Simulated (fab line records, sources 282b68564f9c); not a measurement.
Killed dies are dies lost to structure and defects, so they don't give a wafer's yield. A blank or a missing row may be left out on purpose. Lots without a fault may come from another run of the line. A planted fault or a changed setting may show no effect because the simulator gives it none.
A struck lot beside a sound one | flow rit_cmos | 15 steps out of a route of 202
Sound: wafers L897.2, L897.5, L897.6. Struck: wafer L887.5. (L887.2, L887.4 of the same lot were not struck and are left out.) The cause comes at the end.
At each step with rows: each side's tool, then ch and its chambers, then its first start. Under that, the readings that differ: sound wafers | struck wafers | difference of the means | sigmas: that difference in standard deviations of wafers without a fault.
alike: readings whose means differ by less than 2 such deviations, and words and numbers that are the same on both sides. not compared: withheld readings, readings that some wafer has no value for, bounds like >300 that may hide the same value, and numbers for which the record gives no deviation and whose values overlap.
The two part at a step that has a row with sigmas, a row that says differs or no value, or rows on one side only. Numbers that don't overlap but have no deviation are shown without sigmas and don't part them. A reading that every wafer of one side lacks parts them only if that side has two wafers or more.

first, 1 step without rows for these wafers: RIT_GATE_CVD_08 (deposits poly-Si from SiH4, target thk 250 nm, time 2220 s).
RIT_GATE_THK_MEAS_09:
  sound on film_metro-04, day 5 23:05; struck on film_metro-03, day 3 22:18
  alike: GATE_POLY_THK
then, 6 steps without rows for these wafers: RIT_GATE_HMDS_10 (prime time 60 s); RIT_GATE_COAT_11 (resist thk 850 nm); RIT_GATE_SOFTBAKE_12 (time 60 s); RIT_GATE_EXPOSE_13 (exposes mask M6, target cd 150 nm); RIT_GATE_PEB_14; RIT_GATE_DEVELOP_15 (develop time 50 s).
RIT_GATE_CD_MEAS_16: target cd 150 nm.
  sound on cd_sem-02, day 6 00:08; struck on cd_sem-01, day 3 23:16
  reading    | sound             | struck | difference | sigmas
  cd_nm (nm) | 149.0 151.1 151.7 | 145.7  | -4.9       | -2
RIT_GATE_OVL_MEAS_17:
  sound on overlay-02, day 6 00:14; struck on overlay-01, day 3 23:22
  alike: GATE_OVL
then, 1 step without rows for these wafers: RIT_GATE_HARDBAKE_18 (time 60 s).
RIT_GATE_ETCH_19: etches poly-Si in SF6/CHF3/O2, stops on SiO2, time 165 s, target depth 312.5 nm.
  sound on rie_si-02 ch 1,2,3, day 6 00:25; struck on rie_si-01 ch 1, day 3 23:32
  alike: drypump_motor_current_A, he_backside_leak_sccm, oes_product_au, rf_fwd_power_W, throttle_valve_pct
  not compared: rf_hours_counter_h
RIT_GATE_STRIP_20: strips in O2, time 180 s.
  sound on plasma_asher-03 ch 0,1, day 6 00:32; struck on plasma_asher-04 ch 0, day 3 23:39
  reading             | sound          | struck | difference | sigmas
  o2_flow_sccm (sccm) | 3995 4004 3989 | 3192   | -804       | -62
  alike: drypump_motor_current_A
  not compared: rf_hours_counter_h
RIT_GATE_CD_MEAS_90: target cd 150 nm.
  sound on cd_sem-02, day 6 00:49; struck on cd_sem-01, day 3 23:51
  reading    | sound             | struck | difference | sigmas
  cd_nm (nm) | 148.9 150.9 151.5 | 146.2  | -4.2       | -2
RIT_M1_PROBE_99:
  sound on prober-01, day 6 22:09; struck on prober-01, day 4 21:14
  alike: killed_at_contacts, killed_at_front_end, killed_dies, killed_on_rim, killed_open, killed_short

WHERE THEY PART
First at RIT_GATE_CD_MEAS_16; last, within this record, at RIT_GATE_CD_MEAS_90. Later steps at which nothing parts them and some readings are alike: RIT_M1_PROBE_99.

WHY: what the simulator had put in
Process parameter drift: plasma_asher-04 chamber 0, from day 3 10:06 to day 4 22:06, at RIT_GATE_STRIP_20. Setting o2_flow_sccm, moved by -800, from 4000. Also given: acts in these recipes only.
